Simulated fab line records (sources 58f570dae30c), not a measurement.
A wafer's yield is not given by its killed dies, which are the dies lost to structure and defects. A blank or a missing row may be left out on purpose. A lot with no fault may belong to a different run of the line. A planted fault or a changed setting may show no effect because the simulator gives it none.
Which tool did it? :: flow berkeleyCmos170 :: route of 331 steps, sampled at 1 step: 7 lots, 21 wafers

WHAT THE GAUGES READ, wafer by wafer
UCB170_GATE_THK_MEAS_02.
lot: L272
measured: day 7 07:46
on: filmMetro-04
GATE_OXIDE_THK (nm): 6.42 6.43 6.38

lot: L271
measured: day 7 07:47
on: filmMetro-01
GATE_OXIDE_THK (nm): 6.69 6.64 6.65

lot: L274
measured: day 7 12:57
on: filmMetro-02
GATE_OXIDE_THK (nm): 6.69 6.69 6.55

lot: L282
measured: day 9 01:36
on: filmMetro-02
GATE_OXIDE_THK (nm): 6.61 6.72 6.58

lot: L285
measured: day 9 13:28
on: filmMetro-01
GATE_OXIDE_THK (nm): 6.36 6.34 6.43

lot: L287
measured: day 10 17:44
on: filmMetro-01
GATE_OXIDE_THK (nm): 6.50 6.47 6.58

lot: L293
measured: day 11 14:35
on: filmMetro-02
GATE_OXIDE_THK (nm): 6.70 6.85 6.79

WHICH TOOL RAN EACH LOT (tool, then ch and the chambers of the sampled wafers, then the start)
The record shows no process step preceding these readings.

THE ANSWER, worked out from the rows above alone
Rule: usual is defined by the lots themselves. Put in order of their means at a reading, lots are off if they are a third of the lots or fewer, leave a main group of 4 or more, and stand apart from it by a gap of 3 or more times the standard deviation of the main group's means; of several such gaps the widest counts. The tables above print the reading to a certain number of digits; a main group whose means all agree to those digits is not used. Also off: a lot with no number at a reading for which 4 or more lots have one. The other lots that the step has rows for count as sound.
No lot is off at any reading shown: from this, nothing can be told.

WHAT THE SIMULATOR HAD INSERTED
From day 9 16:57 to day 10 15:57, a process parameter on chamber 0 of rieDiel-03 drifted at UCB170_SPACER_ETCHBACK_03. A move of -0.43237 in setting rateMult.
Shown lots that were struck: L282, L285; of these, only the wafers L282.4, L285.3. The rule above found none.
